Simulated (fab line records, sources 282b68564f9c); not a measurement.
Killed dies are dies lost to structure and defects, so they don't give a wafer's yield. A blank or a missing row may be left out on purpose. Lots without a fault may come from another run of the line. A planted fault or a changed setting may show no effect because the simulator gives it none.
Split-lot experiment | flow rit_cmos | 5 lots, 23 wafers read, on a route of 202 steps

THE SPLIT
At RIT_PWELL_COAT_01 (resist thk 1300 nm), the setting resist_thk_nm was moved away from the recipe's 1300 nm on 6 of the 23 wafers read, by -5.5% to +5.8%. The other wafers ran this setting at the recipe's value.

FROM THE SPLIT TO THE READING: what the file shows between them, 3 steps
- RIT_PWELL_SOFTBAKE_02: time 60 s
- RIT_PWELL_EXPOSE_03: exposes mask M3, target cd 43700 nm
- RIT_PWELL_DEVELOP_05: develop time 68 s

THE READING
NOVOLAK_of_PWELL_COAT_01.thk_nm (the simulator's own value, which no gauge read), in nm, at RIT_PWELL_HARDBAKE_07 (time 120 s). The file gives no usual value for it. The 17 wafers here that ran the recipe average 1136 nm, standard deviation 4.2 nm.

wafer  | tool, chamber at the split | resist_thk_nm as run, nm | against the recipe | NOVOLAK_of_PWELL_COAT_01.thk_nm, nm | against lot-mates on the recipe
L075.1 | litho_track-01, 0          | 1375                     | +5.8%              | 1203                                | +64
L075.2 | litho_track-01, 0          | 1375                     | +5.8%              | 1202                                | +63
L075.4 | litho_track-01, 0          | 1300                     | recipe             | 1140                                | -
L075.5 | litho_track-01, 0          | 1300                     | recipe             | 1140                                | -
L075.6 | litho_track-01, 0          | 1300                     | recipe             | 1136                                | -
L076.1 | litho_track-02, 0          | 1229                     | -5.5%              | 1074                                | -60
L076.6 | litho_track-02, 0          | 1229                     | -5.5%              | 1074                                | -60
L076.3 | litho_track-02, 0          | 1300                     | recipe             | 1133                                | -
L076.4 | litho_track-02, 0          | 1300                     | recipe             | 1136                                | -
L076.5 | litho_track-02, 0          | 1300                     | recipe             | 1134                                | -
L078.2 | litho_track-02, 0          | 1300                     | recipe             | 1131                                | -
L078.3 | litho_track-02, 0          | 1300                     | recipe             | 1132                                | -
L078.4 | litho_track-02, 0          | 1300                     | recipe             | 1132                                | -
L078.5 | litho_track-02, 0          | 1300                     | recipe             | 1133                                | -
L078.6 | litho_track-02, 0          | 1300                     | recipe             | 1133                                | -
L082.1 | litho_track-03, 0          | 1300                     | recipe             | 1131                                | -
L082.2 | litho_track-03, 0          | 1300                     | recipe             | 1136                                | -
L082.6 | litho_track-03, 0          | 1300                     | recipe             | 1132                                | -
L083.1 | litho_track-01, 0          | 1365                     | +5.0%              | 1196                                | +53
L083.2 | litho_track-01, 0          | 1300                     | recipe             | 1142                                | -
L083.3 | litho_track-01, 0          | 1365                     | +5.0%              | 1199                                | +56
L083.5 | litho_track-01, 0          | 1300                     | recipe             | 1143                                | -
L083.6 | litho_track-01, 0          | 1300                     | recipe             | 1143                                | -

THE FIT
A straight line over all 23 wafers: NOVOLAK_of_PWELL_COAT_01.thk_nm changes by +11.7 nm for each +1% of resist_thk_nm; r = +0.99; the points scatter about the line by 3.9 nm.
The same after taking each lot's own level away (the mean of its wafers on the recipe; 23 wafers): +11 nm for each +1%; r = +1.00; scatter 1.3 nm.
On that fit, the largest move of resist_thk_nm shifts the reading by 64 nm.
The lots' own levels span 1132.2 to 1142.7 nm, that is 2.5 times the standard deviation above.
So the lot-to-lot level changes the slope little: the two slopes agree.
Check: with one of the wafers moved furthest among these (+5.8%) left out of the fit, the line predicts +63.4 nm for it against its lot-mates. It came out at +64.3 nm against them.

OTHER SPLITS ON THESE WAFERS
These wafers also went through other splits before the reading. Each is held against what the fit with the lots' levels taken away leaves over:
other split on the same wafers   | wafers away from the commonest value | r with NOVOLAK_of_PWELL_COAT_01.thk_nm (lot level and that fit taken away)
RIT_ACTIVE_CVD_03 pressure_mtorr | 15                                   | -0.01
RIT_ACTIVE_COAT_06 spin_rpm      | 6                                    | +0.31
RIT_NWELL_COAT_01 spin_rpm       | 9                                    | -0.09

THE WHOLE CHAIN: every reading that the file lists as answering this split, in the file's order
step                  | what it does       | reading                                                                          | change (the file's fit)              | r (the file's)
RIT_PWELL_COAT_01     | resist thk 1300 nm | NOVOLAK_of_PWELL_COAT_01.thk_nm (the simulator's own value, which no gauge read) | +12.8 nm for each +1% of the setting | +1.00
RIT_PWELL_HARDBAKE_07 | time 120 s         | NOVOLAK_of_PWELL_COAT_01.thk_nm (the simulator's own value, which no gauge read) | +11 nm for each +1% of the setting   | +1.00

THE FILE'S OWN FIT
NOVOLAK_of_PWELL_COAT_01.thk_nm changes by +11 nm for each +1% of resist_thk_nm, r = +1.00.
